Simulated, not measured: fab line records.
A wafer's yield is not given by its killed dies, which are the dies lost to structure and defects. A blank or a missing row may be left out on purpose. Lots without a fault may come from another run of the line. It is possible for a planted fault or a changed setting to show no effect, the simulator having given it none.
Split-lot trial + flow ritCmos + 15 wafers read from 3 lots, route of 202 steps

== ON THE SPLIT ==
At RIT_ACTIVE_COAT_06 (resist thk 1000 nm), the setting resistThkNm was moved away from the recipe's 1000 nm on 6 of the 15 wafers read, by +2.1% to +5.7%. The other wafers ran this setting at the recipe's value.

== FROM THE SPLIT TO THE READING: what the file shows between them, 8 steps ==
- RIT_ACTIVE_SOFTBAKE_07: time 60 s
- RIT_ACTIVE_EXPOSE_08: exposes mask M1, target cd 1400 nm
- RIT_ACTIVE_PEB_09
- RIT_ACTIVE_DEVELOP_10: develop time 50 s
- RIT_ACTIVE_CD_MEAS_11: target cd 1400 nm
- RIT_ACTIVE_HARDBAKE_12: time 60 s
- RIT_ACTIVE_ETCH_13: etches Si3N4 in SF6, stops on SiO2, time 210 s, target depth 210 nm
- RIT_ACTIVE_STRIP_14: strips in O2, time 180 s

== THE READING ==
cdNm, in nm, at RIT_ACTIVE_CD_MEAS_90 (target cd 1400 nm). Fault-free wafers of this fab line usually give 1400.5 nm, standard deviation 1.9 nm.

| wafer  | tool, chamber at the split | resistThkNm as run, nm | against the recipe | cdNm, nm | against lot-mates on the recipe |
|--------|----------------------------|------------------------|--------------------|----------|---------------------------------|
| L075.1 | lithoTrack-02, 0           | 1000                   | recipe             | 1402.1   | -                               |
| L075.2 | lithoTrack-02, 0           | 1021                   | +2.1%              | 1404.7   | +1.9                            |
| L075.3 | lithoTrack-02, 0           | 1021                   | +2.1%              | 1406.7   | +3.9                            |
| L075.4 | lithoTrack-02, 0           | 1021                   | +2.1%              | 1404.1   | +1.3                            |
| L075.5 | lithoTrack-02, 0           | 1000                   | recipe             | 1403.3   | -                               |
| L075.6 | lithoTrack-02, 0           | 1000                   | recipe             | 1402.9   | -                               |
| L079.1 | lithoTrack-03, 0           | 1000                   | recipe             | 1401.3   | -                               |
| L079.4 | lithoTrack-03, 0           | 1000                   | recipe             | 1401.0   | -                               |
| L079.6 | lithoTrack-03, 0           | 1000                   | recipe             | 1401.5   | -                               |
| L082.1 | lithoTrack-02, 0           | 1000                   | recipe             | 1402.0   | -                               |
| L082.2 | lithoTrack-02, 0           | 1057                   | +5.7%              | 1407.5   | +5.3                            |
| L082.3 | lithoTrack-02, 0           | 1000                   | recipe             | 1402.4   | -                               |
| L082.4 | lithoTrack-02, 0           | 1000                   | recipe             | 1402.2   | -                               |
| L082.5 | lithoTrack-02, 0           | 1057                   | +5.7%              | 1409.6   | +7.4                            |
| L082.6 | lithoTrack-02, 0           | 1057                   | +5.7%              | 1410.3   | +8.1                            |

FIT RESULTS
A straight line over all 15 wafers: cdNm changes by +1.25 nm for each +1% of resistThkNm; r = +0.95; the points scatter about the line by 1 nm.
The same after taking each lot's own level away (the mean of its wafers on the recipe; 15 wafers): +1.21 nm for each +1%; r = +0.96; scatter 0.83 nm.
Per that fit: largest resistThkNm move, reading shift of 6.9 nm.
Across the lots, their own levels run from 1401.27 to 1402.77 nm, a range of 0.8 times the standard deviation given above.
The two slopes are in agreement: the lot-to-lot level therefore moves the slope only a little.
Check: for one of the wafers moved furthest among these (+5.7%), held out of the fit, the line's prediction against its lot-mates is +7.56 nm. It came out at +5.3 nm against them.

== THE WHOLE CHAIN: every reading that the file lists as answering this split, in the file's order ==
| step                   | what it does       | reading                                                                          | change (the file's fit)              | r (the file's) |
|------------------------|--------------------|----------------------------------------------------------------------------------|--------------------------------------|----------------|
| RIT_ACTIVE_COAT_06     | resist thk 1000 nm | NOVOLAK_of_ACTIVE_COAT_06.thkNm (the simulator's own value, which no gauge read) | +10.1 nm for each +1% of the setting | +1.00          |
| RIT_ACTIVE_CD_MEAS_11  | target cd 1400 nm  | cdNm                                                                             | +1.16 nm for each +1% of the setting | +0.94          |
| RIT_ACTIVE_HARDBAKE_12 | time 60 s          | NOVOLAK_of_ACTIVE_COAT_06.thkNm (the simulator's own value, which no gauge read) | +8.85 nm for each +1% of the setting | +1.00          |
| RIT_ACTIVE_CD_MEAS_90  | target cd 1400 nm  | cdNm                                                                             | +1.21 nm for each +1% of the setting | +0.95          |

== FILE'S OWN FIT ==
cdNm changes by +1.21 nm for each +1% of resistThkNm, r = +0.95.
